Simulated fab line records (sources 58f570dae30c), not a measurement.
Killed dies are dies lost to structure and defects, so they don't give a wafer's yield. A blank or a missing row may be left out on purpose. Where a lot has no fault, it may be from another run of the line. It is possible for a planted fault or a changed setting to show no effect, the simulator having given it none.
Which of the tools did it? / flow berkeley_cmos170 / route of 331 steps, sampled at 1 step: 14 lots, 42 wafers

== WHAT THE GAUGES READ, wafer by wafer ==
No reading from a measuring or inspecting step in the record can be judged against a usual standard deviation.

== EACH LOT AND THE TOOL THAT RAN IT (in order: tool; ch and the chambers of the sampled wafers; start) ==
lot=L240; UCB170_NSD_DEVELOP_05=litho_track-03 ch 0, day 7 05:00
lot=L239; UCB170_NSD_DEVELOP_05=litho_track-01 ch 0, day 7 06:00
lot=L241; UCB170_NSD_DEVELOP_05=litho_track-03 ch 0, day 7 06:00
lot=L243; UCB170_NSD_DEVELOP_05=litho_track-04 ch 0, day 7 18:00
lot=L245; UCB170_NSD_DEVELOP_05=litho_track-03 ch 0, day 8 06:00
lot=L244; UCB170_NSD_DEVELOP_05=litho_track-04 ch 0, day 8 07:00
lot=L247; UCB170_NSD_DEVELOP_05=litho_track-03 ch 0, day 8 19:00
lot=L249; UCB170_NSD_DEVELOP_05=litho_track-04 ch 0, day 9 05:00
lot=L248; UCB170_NSD_DEVELOP_05=litho_track-03 ch 0, day 9 05:00
lot=L251; UCB170_NSD_DEVELOP_05=litho_track-01 ch 0, day 9 05:00
lot=L252; UCB170_NSD_DEVELOP_05=litho_track-01 ch 0, day 9 06:00
lot=L255; UCB170_NSD_DEVELOP_05=litho_track-04, day 9 20:00
lot=L257; UCB170_NSD_DEVELOP_05=litho_track-03, day 9 20:00
lot=L262; UCB170_NSD_DEVELOP_05=litho_track-04 ch 0, day 10 19:00
- UCB170_NSD_DEVELOP_05: develop time 45 s.

== AS READ BY THE TOOLS THEMSELVES (means over the sampled wafers that have a number; for cases with no such wafer, the mark the record gives instead) ==
UCB170_NSD_DEVELOP_05.
lot=L240; tool=litho_track-03; chill_plate_temp_C (C)=22.95
lot=L239; tool=litho_track-01; chill_plate_temp_C (C)=23.00
lot=L241; tool=litho_track-03; chill_plate_temp_C (C)=22.96
lot=L243; tool=litho_track-04; chill_plate_temp_C (C)=22.99
lot=L245; tool=litho_track-03; chill_plate_temp_C (C)=23.08
lot=L244; tool=litho_track-04; chill_plate_temp_C (C)=22.92
lot=L247; tool=litho_track-03; chill_plate_temp_C (C)=23.07
lot=L249; tool=litho_track-04; chill_plate_temp_C (C)=23.13
lot=L248; tool=litho_track-03; chill_plate_temp_C (C)=22.96
lot=L251; tool=litho_track-01; chill_plate_temp_C (C)=23.10
lot=L252; tool=litho_track-01; chill_plate_temp_C (C)=23.11
lot=L255; tool=litho_track-04; chill_plate_temp_C (C)=-
lot=L257; tool=litho_track-03; chill_plate_temp_C (C)=-
lot=L262; tool=litho_track-04; chill_plate_temp_C (C)=22.90

== THE ANSWER, worked out from the rows above alone ==
Rule: what is usual is taken from the lots themselves. Put in order of their means at a reading, lots are off if they are a third of the lots or fewer, leave a main group of 4 or more, and stand apart from it by a gap of 3 or more times the standard deviation of the main group's means; of several such gaps the widest counts. Not used: any main group whose means are identical at the precision the tables above print for the reading. Also off: a lot with no number at a reading for which 4 or more lots have one. The other lots that the step has rows for count as sound. After the gauges, taken in route order, come the tools' own readings; for these a lot's mean is taken, as printed above. The first step at which some lot is off is used, and at that step the reading that is off furthest; a lot without a number counts as furthest.
Off: L255, L257 (UCB170_NSD_DEVELOP_05, chill_plate_temp_C). Without a number there: L255, L257. Main group: mean 23.01 C, sd 0.076.
A tool fits if, at that step or a process step before it, it ran every lot that is off, and no sound lot after the first of them. No candidate that was tried fits.

== WHAT HAD BEEN PUT IN BY THE SIMULATOR ==
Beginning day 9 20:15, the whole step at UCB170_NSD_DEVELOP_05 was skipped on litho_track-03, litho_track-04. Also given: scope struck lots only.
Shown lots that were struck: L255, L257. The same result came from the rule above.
